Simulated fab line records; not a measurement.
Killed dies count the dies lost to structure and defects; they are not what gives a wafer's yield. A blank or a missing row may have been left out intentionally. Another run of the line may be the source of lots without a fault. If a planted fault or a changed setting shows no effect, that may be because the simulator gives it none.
Code-filled problem report in 8D (eight disciplines) form + flow rit cmos + the parts of the form that need people (team, actions taken, sign-off) are left out

1. WHAT IS WRONG
Mean GATE_POLY_THK at RIT_GATE_THK_MEAS_09: 153.3 nm over 6 wafers in 2 lots; fault-free wafers: 252.6 nm, standard deviation 2.5. Measured from the usual mean, that is -40 standard deviations.
Seen first at day 4 10:00 on film metro-01, wafer L766.1. Wafers with a number at this step in the record: 36, from 12 lots. By rule, "out" or "out of limits" means more than 4 standard deviations away from the usual mean. The other wafers with a number count as sound.

2. WHAT IT IS; WHAT IT IS NOT
| question                    | is                           | is not                                                                                             |
|-----------------------------|------------------------------|----------------------------------------------------------------------------------------------------|
| which readings at this step | GATE_POLY_THK                | -                                                                                                  |
| which lots                  | L766, L768                   | L759, L760, L761, L762, L771, L772, L778, L779, L780, L782                                         |
| which wafers of those lots  | all that have a number       | -                                                                                                  |
| read on which gauges        | film metro-01, film metro-04 | -                                                                                                  |
| when                        | from day 4 10:00             | up to then (12 sound wafers); but 18 sound wafers of L771, L772, L778, L779, L780, L782 came after |

3. WHAT RULES OUT EACH SUSPECT
Counting: a tool stays on the suspect list if, at a process step up to the reading, it processed all lots that are out and no sound lot following the first of them.
- the gauge at RIT_GATE_THK_MEAS_09 is ruled out. 2 gauges (film metro-01, film metro-04) read the wafers that are out.
- lpcvd-01 at RIT_GATE_CVD_08 (deposits poly-Si from SiH4, target thk 250 nm, time 2220 s): kept. It processed each lot that is out, first L766 at day 4 07:35, and no sound lot thereafter; up to then, the last sound lot it processed was L760 at day 2 17:25. On those wafers its own readings are out: spike tc centre C, spike tc load C, spike tc source C, susceptor temp C.
Left after counting: lpcvd-01 at RIT_GATE_CVD_08.

4. THE CAUSE (what the simulator had put in)
lpcvd-01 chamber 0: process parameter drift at RIT_GATE_CVD_08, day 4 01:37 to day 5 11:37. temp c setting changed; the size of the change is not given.
After counting, this tool was the only one left.

5. THE CHAIN OF EFFECTS, in route order
Rows list readings where the struck wafers' mean (over those with a number) sits beyond 3 standard deviations from the usual. Scope: only readings with a usual standard deviation given in the record; hours: median across lots of the time from each lot's start at the first step in this table that gives one to its start at this step; sigmas: change in usual standard deviations.
| hours | step                 | reading           | usual      | on struck wafers | change | sigmas |
|-------|----------------------|-------------------|------------|------------------|--------|--------|
| 0     | RIT_GATE_CVD_08      | spike tc centre C | 612.6 C    | 592.0            | -20.6  | -19    |
| 0     | RIT_GATE_CVD_08      | spike tc load C   | 632.5 C    | 610.4            | -22.1  | -10    |
| 0     | RIT_GATE_CVD_08      | spike tc source C | 628.4 C    | 607.6            | -20.8  | -10    |
| 0     | RIT_GATE_CVD_08      | susceptor temp C  | 610.0 C    | 588.9            | -21.1  | -66    |
| 2     | RIT_GATE_THK_MEAS_09 | GATE_POLY_THK     | 252.6 nm   | 153.3            | -99.2  | -40    |
| 4     | RIT_GATE_ETCH_19     | oes product au    | 0.849 a.u. | 0.621            | -0.228 | -18    |
The process steps in it:
- RIT_GATE_CVD_08: deposits poly-Si from SiH4, target thk 250 nm, time 2220 s.
- RIT_GATE_ETCH_19: etches poly-Si in SF6/CHF3/O2, stops on SiO2, time 165 s, target depth 312.5 nm.

6. WHAT WOULD HAVE CAUGHT IT SOONER
8 hours passed between the start of the fault at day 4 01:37 and the first reading out of limits at a measuring or inspecting step in this record, taken at day 4 10:00.
Tool's own readings at RIT_GATE_CVD_08, spike tc centre C, spike tc load C, spike tc source C, susceptor temp C: out on all struck wafers the step has rows for; an alarm limit on them would have tripped on the first.
Among the 2 lots that are out, L768 began RIT_GATE_CVD_08 on lpcvd-01 after day 4 10:00. A tool hold placed at that time would have kept it from harm.
